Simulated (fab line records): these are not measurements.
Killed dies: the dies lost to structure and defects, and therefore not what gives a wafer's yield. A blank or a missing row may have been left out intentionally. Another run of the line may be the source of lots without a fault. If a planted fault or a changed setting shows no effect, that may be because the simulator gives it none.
fab line records	flow rit_cmos
[record] lots = 12	wafers = 36	last_day = 6
route steps=202 shown NLDD@106 PSD@148 SILICIDE@164 M1@184
lots that met no fault: from a run of the same line without faults
start_h: hours from the record's first day to the start of the lot's first wafer shown	wait_h: time in hours since the lot's previous step	" the same as in the row above	L1.1+2: a row that stands for several wafers	- no value present, or no start provided	* or withheld: withheld	< > ~ a bound
route shown NAME@n: NAME is a module with steps in the file, n the number in the route of the first one	usual: mean and standard deviation over wafers with no fault	same: alike in all rows	chamber/n: place in a boat	sites: readings site by site	_std_site: the values' standard deviation	_edge_site: the outer-site mean with the inner-site mean subtracted	radius_mm: for every site, how far away it sits from the centre of the wafer	mask NAME#n: copy n	behind: tool/chamber where the wafer was last shaped	hold: why the lot was held/for how many hours/how that ended	device: whichever transistor did not switch (one of n, p or np)	end of line: the same wafers' tests at the end of the route	a step without rows: its recipe alone	killed: count of dies lost to structure and defects at first sort (not the wafer's yield)	map: a wafer's dies, x killed, . not, _ none there
set.NAME: the setting the step ran with; set.NAME@STEP: the setting that earlier step ran with	model.NAME: the simulator's own value behind a step, which no gauge read
steps of the route over a sample of lots; a table a step, a row a wafer
services: the hour from which a tool's chamber was out of use, counted from the record's first day as start_h (under 0 if before that day), plus the number of hours and why
[[steps]]
[step RIT_NLDD_EXPOSE_03]
[recipe] mask_id = M7	na = 0.57	target_cd_nm = 40700	dose_mj = 250
lot.wafer	tool	chamber	start_h	wait_h	mask
L546.2+3+4	iline_stepper-02	0	42.19	0.2	M7#0
L547.1+3+6	iline_stepper-01	0	46.41	0.2	M7#0
L548.3+4+5	iline_stepper-01	0	53.09	0.1	M7#0
L549.1+2+6	iline_stepper-01	0	57.44	0.1	M7#0
L552.1+4+6	iline_stepper-01	0	73.62	0.2	M7#0
L553.1+3+6	iline_stepper-01	0	77.62	0.1	M7#0
L554.1+2+4	iline_stepper-02	0	82.56	0.2	M7#0
L555.1+3+6	iline_stepper-02	0	85.38	0.1	M7#0
L559.2+5+6	iline_stepper-02	0	107.10	0.1	M7#0
L563.3+4+5	iline_stepper-02	0	127.10	0.2	M7#0
L564.2+4+5	iline_stepper-02	0	131.67	0.1	M7#0
L565.3+4+5	iline_stepper-02	0	137.52	0.1	M7#0
[step RIT_NLDD_OVL_MEAS_06]
[usual] NLDD_OVL = 0.1/1.6
lot.wafer	tool	chamber	start_h	wait_h	NLDD_OVL[nm]
L546.2	overlay-02	-	42.62	-	-2.3
L546.3	"	-	"	"	0.6
L546.4	"	-	"	"	-1.3
L547.1	overlay-02	-	46.81	-	2.2
L547.3	"	-	"	"	3.3
L547.6	"	-	"	"	1.2
L548.3	overlay-02	-	53.46	-	1.4
L548.4	"	-	"	"	3.0
L548.5	"	-	"	"	-0.6
L549.1	overlay-02	-	57.84	-	-148.9
L549.2	"	-	"	"	-148.3
L549.6	"	-	"	"	-147.4
L552.1	overlay-02	-	74.02	-	-147.8
L552.4	"	-	"	"	-150.0
L552.6	"	-	"	"	-149.9
L553.1	overlay-01	-	78.02	-	-149.1
L553.3	"	-	"	"	-148.6
L553.6	"	-	"	"	-147.3
L554.1	overlay-02	-	82.96	-	-0.5
L554.2	"	-	"	"	-1.3
L554.4	"	-	"	"	-0.3
L555.1	overlay-01	-	85.78	-	-3.2
L555.3	"	-	"	"	-1.8
L555.6	"	-	"	"	-3.6
L559.2	overlay-01	-	107.48	-	-0.2
L559.5	"	-	"	"	-1.0
L559.6	"	-	"	"	-1.1
L563.3	overlay-01	-	127.47	-	-0.4
L563.4	"	-	"	"	-0.2
L563.5	"	-	"	"	-1.3
L564.2	overlay-01	-	132.06	-	-3.4
L564.4	"	-	"	"	-2.1
L564.5	"	-	"	"	0.0
L565.3	overlay-01	-	137.89	-	-1.2
L565.4	"	-	"	"	0.6
L565.5	"	-	"	"	-0.7
[step RIT_PSD_OVL_MEAS_06]
[usual] PSD_OVL = 0.5/1.5
lot.wafer	tool	chamber	start_h	wait_h	PSD_OVL[nm]
L546.2	overlay-02	-	49.54	-	-0.2
L546.3	"	-	"	"	0.8
L546.4	"	-	"	"	0.5
L547.1	overlay-01	-	54.02	-	0.6
L547.3	"	-	"	"	2.7
L547.6	"	-	"	"	0.4
L548.3	overlay-01	-	60.56	-	-3.4
L548.4	"	-	"	"	-0.2
L548.5	"	-	"	"	-1.2
L549.1	overlay-01	-	64.63	-	-0.5
L549.2	"	-	"	"	0.3
L549.6	"	-	"	"	0.7
L552.1	overlay-02	-	81.09	-	2.9
L552.4	"	-	"	"	-0.7
L552.6	"	-	"	"	0.7
L553.1	overlay-01	-	84.97	-	1.8
L553.3	"	-	"	"	1.4
L553.6	"	-	"	"	0.4
L554.1	overlay-01	-	91.01	-	2.9
L554.2	"	-	"	"	1.2
L554.4	"	-	"	"	2.0
L555.1	overlay-02	-	93.08	-	0.1
L555.3	"	-	"	"	-0.9
L555.6	"	-	"	"	-0.1
L559.2	overlay-02	-	115.03	-	3.9
L559.5	"	-	"	"	1.4
L559.6	"	-	"	"	4.2
L563.3	overlay-01	-	134.48	-	-0.7
L563.4	"	-	"	"	-0.6
L563.5	"	-	"	"	-1.0
L564.2	overlay-01	-	139.19	-	2.1
L564.4	"	-	"	"	0.8
L564.5	"	-	"	"	1.6
L565.3	overlay-02	-	144.95	-	-0.6
L565.4	"	-	"	"	-0.4
L565.5	"	-	"	"	1.1
[step RIT_SILICIDE_THK_MEAS_03]
[recipe] thk_meas_gauge = xrf	reads = Ti_of_SILICIDE_SPUTTER_01
[usual] SILICIDE_TI_THK = 29.1/0.34
lot.wafer	tool	chamber	start_h	wait_h	SILICIDE_TI_THK[nm]
L546.2	film_metro-02	-	51.33	0.1	29.1
L546.3	"	-	"	"	28.9
L546.4	"	-	"	"	29.6
L547.1	film_metro-02	-	55.81	0.1	28.8
L547.3	"	-	"	"	28.8
L547.6	"	-	"	"	28.5
L548.3	film_metro-03	-	62.35	0.1	29.5
L548.4	"	-	"	"	29.2
L548.5	"	-	"	"	29.2
L549.1	film_metro-04	-	66.41	0.1	29.1
L549.2	"	-	"	"	28.9
L549.6	"	-	"	"	29.0
L552.1	film_metro-02	-	82.85	0.1	28.7
L552.4	"	-	"	"	28.8
L552.6	"	-	"	"	28.9
L553.1	film_metro-02	-	86.73	0.1	28.7
L553.3	"	-	"	"	29.1
L553.6	"	-	"	"	29.0
L554.1	film_metro-02	-	92.77	0.1	28.9
L554.2	"	-	"	"	28.9
L554.4	"	-	"	"	28.6
L555.1	film_metro-04	-	94.84	0.1	28.9
L555.3	"	-	"	"	28.7
L555.6	"	-	"	"	28.9
L559.2	film_metro-03	-	116.82	0.1	29.3
L559.5	"	-	"	"	29.0
L559.6	"	-	"	"	29.0
L563.3	film_metro-02	-	136.25	0.1	29.7
L563.4	"	-	"	"	29.3
L563.5	"	-	"	"	29.3
L564.2	film_metro-02	-	141.06	0.1	29.3
L564.4	"	-	"	"	29.2
L564.5	"	-	"	"	29.4
L565.3	film_metro-04	-	146.72	0.1	28.9
L565.4	"	-	"	"	29.0
L565.5	"	-	"	"	28.8
[step RIT_M1_SPUTTER_00]
[recipe] material = Al	target_thk_nm = 400	power_w = 2000	chamber_pressure_pa = 0.4	gas = Ar	time_s = 500	substrate_temp_c = 25
[usual] throttle_valve_pct = 29.9/1.3
lot.wafer	tool	chamber	start_h	wait_h	throttle_valve_pct
L546.2	pvd_sputter-01	-	54.08	0.0	30.4
L546.3	"	-	"	"	28.9
L546.4	"	-	"	"	28.1
L547.1	pvd_sputter-02	-	58.36	0.0	27.9
L547.3	"	-	"	"	31.3
L547.6	"	-	"	"	27.6
L548.3	pvd_sputter-01	-	64.91	0.0	30.7
L548.4	"	-	"	"	30.0
L548.5	"	-	"	"	29.6
L549.1	pvd_sputter-02	-	69.20	0.0	31.0
L549.2	"	-	"	"	27.9
L549.6	"	-	"	"	31.1
L552.1	pvd_sputter-01	-	85.31	0.0	29.9
L552.4	"	-	"	"	28.1
L552.6	"	-	"	"	28.3
L553.1	pvd_sputter-02	-	89.32	0.0	31.2
L553.3	"	-	"	"	29.7
L553.6	"	-	"	"	31.5
L554.1	pvd_sputter-04	-	95.36	0.0	31.6
L554.2	"	-	"	"	30.4
L554.4	"	-	"	"	31.0
L555.1	pvd_sputter-02	-	97.31	0.0	29.9
L555.3	"	-	"	"	30.8
L555.6	"	-	"	"	27.9
L559.2	pvd_sputter-02	-	119.29	0.0	31.4
L559.5	"	-	"	"	30.8
L559.6	"	-	"	"	29.6
L563.3	pvd_sputter-04	-	138.68	0.0	31.5
L563.4	"	-	"	"	30.1
L563.5	"	-	"	"	31.7
L564.2	pvd_sputter-02	-	143.73	0.0	31.1
L564.4	"	-	"	"	29.8
L564.5	"	-	"	"	30.1
L565.3	pvd_sputter-04	-	149.28	0.0	30.8
L565.4	"	-	"	"	31.7
L565.5	"	-	"	"	29.1
[step RIT_M1_PROBE_99]
[usual] killed_at_M0_to_M3 = 0.0/0.14	killed_at_contacts = 0.0/0.22	killed_at_front_end = 7/3	killed_dies = 7/3.1	killed_open = 3.4/2.1	killed_short = 3.2/1.9
[same] gross_dies = 264	killed_at_M4_up = 0	killed_at_back_side = 0	killed_at_other = 0
lot.wafer	tool	chamber	start_h	wait_h	killed_at_M0_to_M3	killed_at_contacts	killed_at_front_end	killed_dies	killed_open	killed_short
L559.2	prober-01	-	123.63	0.1	0	0	13	13	5	8
L559.5	prober-01	-	123.78	0.2	0	0	3	3	0	3
L559.6	prober-01	-	123.83	0.2	0	0	7	7	6	1
L563.3	prober-01	-	143.71	0.2	0	0	4	4	4	0
L563.4	prober-01	-	143.76	0.2	0	0	3	3	3	0
L563.5	prober-01	-	143.81	0.2	0	0	10	10	3	7
L565.3	prober-01	-	153.39	0.2	0	0	3	3	1	2
L565.4	prober-01	-	153.44	0.2	0	0	5	5	1	4
L565.5	prober-01	-	153.49	0.2	0	0	5	5	4	1
// killed by level:class
L559.2 GATE:geometric_particle:short=4 REOX:geometric_particle:short=4 GATE:geometric_particle:open=3 REOX:geometric_particle:open=1 SILICIDE:geometric_particle:open=1
L559.5 FOX2:geometric_particle:short=1 REOX:geometric_particle:short=1 SPACER:geometric_particle:short=1
L559.6 REOX:geometric_particle:open=4 FOX1:geometric_particle:short=1 FOX1:geometric_particle:open=1 SPACER:geometric_particle:open=1
L563.3 SPACER:geometric_particle:open=2 FOX2:geometric_particle:open=1 REOX:geometric_particle:open=1
L563.4 FOX1:geometric_particle:open=2 GATE:geometric_particle:open=1
L563.5 REOX:geometric_particle:short=5 FOX1:geometric_particle:open=1 FOX2:geometric_particle:short=1 GATE:geometric_particle:open=1 GATE:geometric_particle:short=1 SILICIDE:geometric_particle:open=1
L565.3 FOX1:geometric_particle:short=1 FOX1:geometric_particle:open=1 GATE:geometric_particle:short=1
L565.4 SPACER:geometric_particle:short=2 GATE:geometric_particle:short=1 REOX:geometric_particle:short=1 SPACER:geometric_particle:open=1
L565.5 GATE:geometric_particle:open=2 FOX1:geometric_particle:open=1 REOX:geometric_particle:open=1 SILICIDE:geometric_particle:short=1
[[services]]
tool	chamber	start_h	hours	kind
iline_stepper-01	-	29.45	1.7	pm
iline_stepper-02	-	49.07	1.7	pm
iline_stepper-01	-	66.70	5.9	repair
pvd_sputter-01	-	107.00	1.3	repair
iline_stepper-02	-	108.06	4.4	pm
pvd_sputter-04	-	112.74	13.6	repair
pvd_sputter-04	-	116.17	2.6	repair
iline_stepper-01	0	132.16	-	calibration
[[key]]
[first_sign] step = RIT_NLDD_OVL_MEAS_06	reading = NLDD_OVL	direction = down	sigmas = 92	usual = 0.1	struck = -148.6
effect none on later readings
met_at RIT_NLDD_EXPOSE_03
struck_lots L549,L552,L553
tester_left_out L549,L552,L553
not_acting_at RIT_PSD_OVL_MEAS_06,RIT_SILICIDE_THK_MEAS_03,RIT_M1_SPUTTER_00
onset_between 53.09 57.44
[fault] kind = scanner_matching_overlay	tool = iline_stepper-01	chamber = -	onset_h = 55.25	steps = RIT_NLDD_EXPOSE_03	offset = -150
// tester_left_out: of these lots the tester's yield and bins aren't shown, on N5 and GAA mostly nor the transistor test; their killed dies are dies lost to structure and defects alone, not to doping, threshold or leakage, so they don't give the yield
